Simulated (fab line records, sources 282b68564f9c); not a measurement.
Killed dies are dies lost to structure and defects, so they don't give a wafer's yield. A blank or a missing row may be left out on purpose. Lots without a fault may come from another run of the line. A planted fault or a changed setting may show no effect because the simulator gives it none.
One fault seen from 2 desks | flow rit_cmos | each desk has only its own numbers; what lay behind them comes last

THE TOOL OWNER'S DESK: furnace-03
The tool's own readings at RIT_ACTIVE_OXIDATION_01 (target thk 46.8 nm, ox time 3360 s): means of the sampled wafers that have a number, for each lot that ran on this tool. A lot is out of limits, marked OUT, if its mean lies more than 4 standard deviations from the usual mean; the brackets give that distance.
Columns: A = spike_tc_centre_C at RIT_ACTIVE_OXIDATION_01, usual 1001.9 C; B = zone_power_source_pct at RIT_ACTIVE_OXIDATION_01, usual 35.7 %
lot  | first seen here | A               | B
L798 | day 2 11:50     | 1001.4          | 36.3
L799 | day 2 17:28     | 1001.6          | 36.3
L803 | day 3 12:07     | 1001.0          | 36.3
L804 | day 3 19:19     | 982.7 (-19) OUT | 38.4
L805 | day 3 22:20     | 982.6 (-19) OUT | 37.8
This desk's finding: out of limits on L804, L805; first on L804, day 3 19:19 (spike_tc_centre_C at RIT_ACTIVE_OXIDATION_01). In limits: L798, L799, L803.

THE METROLOGY DESK
What the gauges read, lot by lot, whatever tool the lot ran on: means of the sampled wafers that have a number. A lot is out of limits, marked OUT, if its mean lies more than 4 standard deviations from the usual mean; the brackets give that distance.
Columns: A = ACTIVE_OXIDE_THK at RIT_ACTIVE_THK_MEAS_02, usual 46.7 nm
lot  | first seen here | A
L793 | day 1 13:03     | 47.3
L795 | day 1 23:30     | 47.3
L796 | day 2 04:19     | 47.5
L797 | day 2 10:11     | 47.1
L798 | day 2 13:46     | 47.2
L799 | day 2 19:24     | 46.3
L800 | day 3 00:58     | 46.7
L802 | day 3 11:12     | 47.9
L803 | day 3 14:04     | 46.2
L804 | day 3 21:15     | 41.7 (-6.6) OUT
L805 | day 4 00:16     | 41.3 (-7.1) OUT
L810 | day 5 02:38     | 45.9
L814 | day 6 00:26     | 46.5
L816 | day 6 07:26     | 46.6
This desk's finding: out of limits on L804, L805; first on L804, day 3 21:15 (ACTIVE_OXIDE_THK at RIT_ACTIVE_THK_MEAS_02). In limits: L793, L795, L796, L797, L798, L799, L800, L802, L803, L810, L814, L816.

PUT TOGETHER
The tool owner's desk could have raised an alarm at day 3 19:19, on L804, L805.
The metrology desk could have raised an alarm at day 3 21:15, on L804, L805.
Of the lots named, all ran RIT_ACTIVE_OXIDATION_01 on furnace-03.

WHAT THE SIMULATOR HAD PUT IN
Process parameter drift: furnace-03, from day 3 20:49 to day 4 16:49, at RIT_ACTIVE_OXIDATION_01. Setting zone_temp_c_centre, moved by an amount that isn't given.
Lots struck among those shown: L804, L805.
